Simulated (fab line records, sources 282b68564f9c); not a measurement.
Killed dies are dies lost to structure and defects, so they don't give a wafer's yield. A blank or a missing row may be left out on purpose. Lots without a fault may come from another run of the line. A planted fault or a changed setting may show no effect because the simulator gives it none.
Split-lot experiment | flow rit_cmos | 5 lots, 23 wafers read, on a route of 202 steps

THE SPLIT
At RIT_CONTACT_COAT_03 (resist thk 1000 nm), the setting resist_thk_nm was moved away from the recipe's 1000 nm on 9 of the 23 wafers read, by -5.0% to +4.8%. The other wafers ran this setting at the recipe's value.

FROM THE SPLIT TO THE READING: what the file shows between them, 2 steps
- RIT_CONTACT_DEVELOP_07: develop time 120 s (also split here: develop_time_s)
- RIT_CONTACT_HARDBAKE_10: time 60 s

THE READING
NOVOLAK_of_CONTACT_COAT_03.thk_nm (the simulator's own value, which no gauge read), in nm, at RIT_CONTACT_ETCH_11 (etches SiO2 in CHF3/CF4/Ar, stops on TiSi2, target depth 480 nm, time 320 s). The file gives no usual value for it. The 14 wafers here that ran the recipe average 767.6 nm, standard deviation 3.6 nm.

wafer  | tool, chamber at the split | resist_thk_nm as run, nm | against the recipe | NOVOLAK_of_CONTACT_COAT_03.thk_nm, nm | against lot-mates on the recipe
L078.1 | litho_track-04, 0          | 1000                     | recipe             | 769.7                                 | -
L078.2 | litho_track-04, 0          | 1000                     | recipe             | 763.4                                 | -
L078.3 | litho_track-04, 0          | 1000                     | recipe             | 761.5                                 | -
L078.5 | litho_track-04, 0          | 1000                     | recipe             | 767.7                                 | -
L078.6 | litho_track-04, 0          | 1000                     | recipe             | 765                                   | -
L079.1 | litho_track-03, 0          | 1000                     | recipe             | 774.6                                 | -
L079.2 | litho_track-03, 0          | 1000                     | recipe             | 771.3                                 | -
L079.3 | litho_track-03, 0          | 1048                     | +4.8%              | 811.8                                 | +38.8
L079.5 | litho_track-03, 0          | 1048                     | +4.8%              | 810.2                                 | +37.2
L079.6 | litho_track-03, 0          | 1048                     | +4.8%              | 814.2                                 | +41.2
L080.2 | litho_track-04, 0          | 1000                     | recipe             | 771.2                                 | -
L080.4 | litho_track-04, 0          | 1000                     | recipe             | 765.2                                 | -
L080.6 | litho_track-04, 0          | 1000                     | recipe             | 772                                   | -
L081.2 | litho_track-04, 0          | 1000                     | recipe             | 766.7                                 | -
L081.3 | litho_track-04, 0          | 1000                     | recipe             | 764.8                                 | -
L081.4 | litho_track-04, 0          | 949.7                    | -5.0%              | 726.1                                 | -39.6
L081.5 | litho_track-04, 0          | 949.7                    | -5.0%              | 721.8                                 | -44.0
L081.6 | litho_track-04, 0          | 949.7                    | -5.0%              | 721.1                                 | -44.6
L085.1 | litho_track-01, 0          | 1000                     | recipe             | 766.7                                 | -
L085.2 | litho_track-01, 0          | 1000                     | recipe             | 767.1                                 | -
L085.3 | litho_track-01, 0          | 957                      | -4.3%              | 734.4                                 | -32.5
L085.4 | litho_track-01, 0          | 957                      | -4.3%              | 728.9                                 | -38.0
L085.5 | litho_track-01, 0          | 957                      | -4.3%              | 728.4                                 | -38.5

THE FIT
A straight line over all 23 wafers: NOVOLAK_of_CONTACT_COAT_03.thk_nm changes by +8.97 nm for each +1% of resist_thk_nm; r = +0.99; the points scatter about the line by 3.3 nm.
The same after taking each lot's own level away (the mean of its wafers on the recipe; 23 wafers): +8.35 nm for each +1%; r = +1.00; scatter 2.5 nm.
On that fit, the largest move of resist_thk_nm shifts the reading by 42 nm.
The lots' own levels span 765.46 to 772.95 nm, that is 2.1 times the standard deviation above.
So the lot-to-lot level changes the slope little: the two slopes agree.
Check: with one of the wafers moved furthest among these (-5.0%) left out of the fit, the line predicts -42.7 nm for it against its lot-mates. It came out at -39.6 nm against them.

OTHER SPLITS ON THESE WAFERS
These wafers also went through other splits before the reading. Each is held against what the fit with the lots' levels taken away leaves over:
other split on the same wafers        | wafers away from the commonest value | r with NOVOLAK_of_CONTACT_COAT_03.thk_nm (lot level and that fit taken away)
RIT_SPACER_CVD_03 temp_c              | 15                                   | -0.08
RIT_NSD_COAT_01 spin_rpm              | 8                                    | +0.19
RIT_NSD_IMPLANT_08 dose_cm2           | 8                                    | +0.09
RIT_SDANNEAL_CLEAN_01 time_s          | 15                                   | -0.08
RIT_SILICIDE_SPUTTER_01 time_s        | 8                                    | -0.20
RIT_CONTACT_DEVELOP_07 develop_time_s | 8                                    | +0.26

THE WHOLE CHAIN: every reading that the file lists as answering this split, in the file's order
step                    | what it does                                                                | reading                                                                            | change (the file's fit)                                                                         | r (the file's)
RIT_CONTACT_COAT_03     | resist thk 1000 nm                                                          | NOVOLAK_of_CONTACT_COAT_03.thk_nm (the simulator's own value, which no gauge read) | +10.2 nm for each +1% of the setting                                                            | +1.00
RIT_CONTACT_HARDBAKE_10 | time 60 s                                                                   | NOVOLAK_of_CONTACT_COAT_03.thk_nm (the simulator's own value, which no gauge read) | +8.93 nm for each +1% of the setting                                                            | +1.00
RIT_CONTACT_ETCH_11     | etches SiO2 in CHF3/CF4/Ar, stops on TiSi2, target depth 480 nm, time 320 s | NOVOLAK_of_CONTACT_COAT_03.thk_nm (the simulator's own value, which no gauge read) | +8.37 nm for each +1% of the setting                                                            | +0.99
RIT_CONTACT_ETCH_11     | etches SiO2 in CHF3/CF4/Ar, stops on TiSi2, target depth 480 nm, time 320 s | CONTACT.cd_nm (the simulator's own value, which no gauge read)                     | -0.895 nm for each +1% of the setting, in a fit together with develop_time_s@CONTACT_DEVELOP_07 | 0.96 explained
RIT_CONTACT_CD_MEAS_90  | target cd 1000 nm                                                           | cd_nm                                                                              | -0.863 nm for each +1% of the setting, in a fit together with develop_time_s@CONTACT_DEVELOP_07 | 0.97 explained

THE FILE'S OWN FIT
NOVOLAK_of_CONTACT_COAT_03.thk_nm changes by +8.37 nm for each +1% of resist_thk_nm, r = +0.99.
